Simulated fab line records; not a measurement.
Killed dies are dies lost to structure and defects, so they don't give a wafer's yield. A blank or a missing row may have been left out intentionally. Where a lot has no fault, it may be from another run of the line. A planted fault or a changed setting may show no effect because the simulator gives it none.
Comparing a struck lot with a sound one	flow berkeley_cmos170	44 steps out of a route of 331
Sound: the wafers L916.2, L916.3, L916.4. The struck wafers were L919.1, L919.4, L919.5. The cause is given at the end.
Per side, at each step with rows, come the tool, then ch with its chambers, and then its first start. Under that, the readings that differ: sound wafers	struck wafers	difference of the means	sigmas: that difference in standard deviations of wafers without a fault.
alike: readings whose means differ by less than 2 such deviations, and words and numbers that are the same on both sides. not compared: withheld readings, readings that some wafer has no value for, bounds like >300 that may hide the same value, and numbers for which the record gives no deviation and whose values overlap.
The two part at a step that has a row with sigmas, a row that says differs or no value, or rows on one side only. Numbers that don't overlap but have no deviation are shown without sigmas and don't part them. A reading missing from all wafers of one side parts the sides only when that side holds two or more wafers.

UCB170_GATE_ETCH_15: etches poly-Si in HBr/Cl2, stops on SiO2, time 56.3 s, target depth 278.2 nm.
  sound on rie_si-01 ch 0,1,3, day 9 07:48; struck on rie_si-01 ch 1,2, day 10 00:46
  alike: drypump_motor_current_A, mfc_cl2_sccm, oes_product_au, throttle_valve_pct
  not compared: rf_hours_counter_h
UCB170_GATE_STRIP_16: strips in O2.
  sound on plasma_asher-03 ch 0,1, day 9 07:51; struck on plasma_asher-01 ch 0,1, day 10 00:49
  alike: drypump_motor_current_A, oes_product_au
  not compared: rf_hours_counter_h
UCB170_GATE_CD_MEAS_90: target cd 350 nm.
  sound on cd_sem-02, day 9 08:01; struck on cd_sem-02, day 10 00:55
  alike: cd_nm
then, 7 steps without rows for these wafers: UCB170_GATE_CLEAN_17 (cleans in SPM, time 600 s); UCB170_PLDD_HMDS_00 (prime time 60 s); UCB170_PLDD_COAT_01 (resist thk 900 nm); UCB170_PLDD_SOFTBAKE_02 (time 60 s); UCB170_PLDD_EXPOSE_03 (exposes mask PSELECT, target cd 1200 nm); UCB170_PLDD_PEB_04; UCB170_PLDD_DEVELOP_05 (develop time 45 s).
UCB170_PLDD_CD_MEAS_06: target cd 1200 nm.
  sound on cd_sem-02, day 9 10:34; struck on cd_sem-01, day 10 03:01
  alike: cd_nm
UCB170_PLDD_OVL_MEAS_07:
  sound on overlay-02, day 9 10:41; struck on overlay-01, day 10 03:08
reading	sound	struck	difference	sigmas
PLDD_OVL (nm)	7 5 3	-10 -7 -1	-11	-2
UCB170_PLDD_IMPLANT_08:
  sound on implanter-04 ch 0, day 9 10:44; struck on implanter-02 ch 0, day 10 03:29
  alike: dose_ions_cm2
following that, these wafers have no rows for 1 step: UCB170_PLDD_IMPLANT_09.
UCB170_PLDD_STRIP_10: strips in O2.
  sound on plasma_asher-01 ch 0,1, day 9 11:01; struck on plasma_asher-01 ch 0,1, day 10 03:47
  alike: drypump_motor_current_A, oes_product_au, strip_time_to_endpoint_s
  not compared: rf_hours_counter_h
UCB170_PLDD_TW_MEAS_11:
  sound on film_metro-02, day 9 11:07; struck on film_metro-02, day 10 03:53
reading	sound	struck	difference	sigmas
PLDD_TW	1007 1008 1007	1151 1149 1142	+140	+23
then, 7 steps without rows for these wafers: UCB170_PLDD_CLEAN_12 (cleans in SPM, time 600 s); UCB170_NLDD_HMDS_00 (prime time 60 s); UCB170_NLDD_COAT_01 (resist thk 900 nm); UCB170_NLDD_SOFTBAKE_02 (time 60 s); UCB170_NLDD_EXPOSE_03 (exposes mask NSELECT, target cd 1200 nm); UCB170_NLDD_PEB_04; UCB170_NLDD_DEVELOP_05 (develop time 45 s).
UCB170_NLDD_CD_MEAS_06: target cd 1200 nm.
  sound on cd_sem-02, day 9 13:41; struck on cd_sem-02, day 10 05:26
  alike: cd_nm
UCB170_NLDD_OVL_MEAS_07:
  sound on overlay-01, day 9 13:47; struck on overlay-01, day 10 05:33
  alike: NLDD_OVL
then, 3 steps without rows for these wafers: UCB170_NLDD_IMPLANT_08; UCB170_NLDD_IMPLANT_09; UCB170_NLDD_STRIP_10 (strips in O2).
UCB170_NLDD_TW_MEAS_11:
  sound on film_metro-01, day 9 14:13; struck on film_metro-01, day 10 06:02
  alike: NLDD_TW
then, 1 step without rows for these wafers: UCB170_NLDD_CLEAN_12 (cleans in SPM, time 600 s).
UCB170_SPACER_CVD_00: deposits SiO2 from TEOS/O2, target thk 376 nm, time 47 s.
  sound on pecvd-02 ch 0,1, day 9 14:28; struck on pecvd-01 ch 0,2, day 10 06:29
  alike: heater_power_w
UCB170_SPACER_THK_MEAS_01:
  sound on film_metro-03, day 9 14:31; struck on film_metro-04, day 10 06:33
  alike: SPACER_TEOS_THK
then, 1 step without rows for these wafers: UCB170_SPACER_ANNEAL_02 (time 1800 s).
UCB170_SPACER_ETCHBACK_03: etches SiO2 in CHF3/CF4/Ar, stops on Si, target depth 376 nm, time 100 s.
  sound on rie_diel-04 ch 0,2,3, day 9 19:10; struck on rie_diel-04 ch 0,1, day 10 11:08
  alike: CHF3_flow_sccm, drypump_motor_current_A, oes_product_au, throttle_valve_pct
  not compared: rf_hours_counter_h
then, 6 steps without rows for these wafers: UCB170_PSD_HMDS_00 (prime time 60 s); UCB170_PSD_COAT_01 (resist thk 900 nm); UCB170_PSD_SOFTBAKE_02 (time 60 s); UCB170_PSD_EXPOSE_03 (exposes mask PSELECT MOD, target cd 1200 nm); UCB170_PSD_PEB_04; UCB170_PSD_DEVELOP_05 (develop time 45 s).
UCB170_PSD_CD_MEAS_06: target cd 1200 nm.
  sound on cd_sem-02, day 9 20:26; struck on cd_sem-02, day 10 12:20
reading	sound	struck	difference	sigmas
cd_nm (nm)	1200.1 1200.2 1199.0	1202.9 1202.9 1201.8	+2.8	+3
UCB170_PSD_OVL_MEAS_07:
  sound on overlay-02, day 9 20:32; struck on overlay-01, day 10 12:27
  alike: PSD_OVL
UCB170_SDANNEAL_RS_MEAS_04: measures by four-point-probe.
  sound on film_metro-01, day 10 01:44; struck on film_metro-03, day 10 18:40
reading	sound	struck	difference	sigmas
PLDD_RS (ohm/sq)	1032.8 1034.6 1035.2	755.0 754.2 757.8	-278.5	-96
UCB170_M3_PROBE_99:
  the record holds rows for the sound wafers here (prober-01, day 11 02:05) but none for the struck ones

== WHERE THEY PART ==
Last at UCB170_M3_PROBE_99 as far as this record goes, first at UCB170_PLDD_OVL_MEAS_07.

WHY: whatever the simulator had introduced
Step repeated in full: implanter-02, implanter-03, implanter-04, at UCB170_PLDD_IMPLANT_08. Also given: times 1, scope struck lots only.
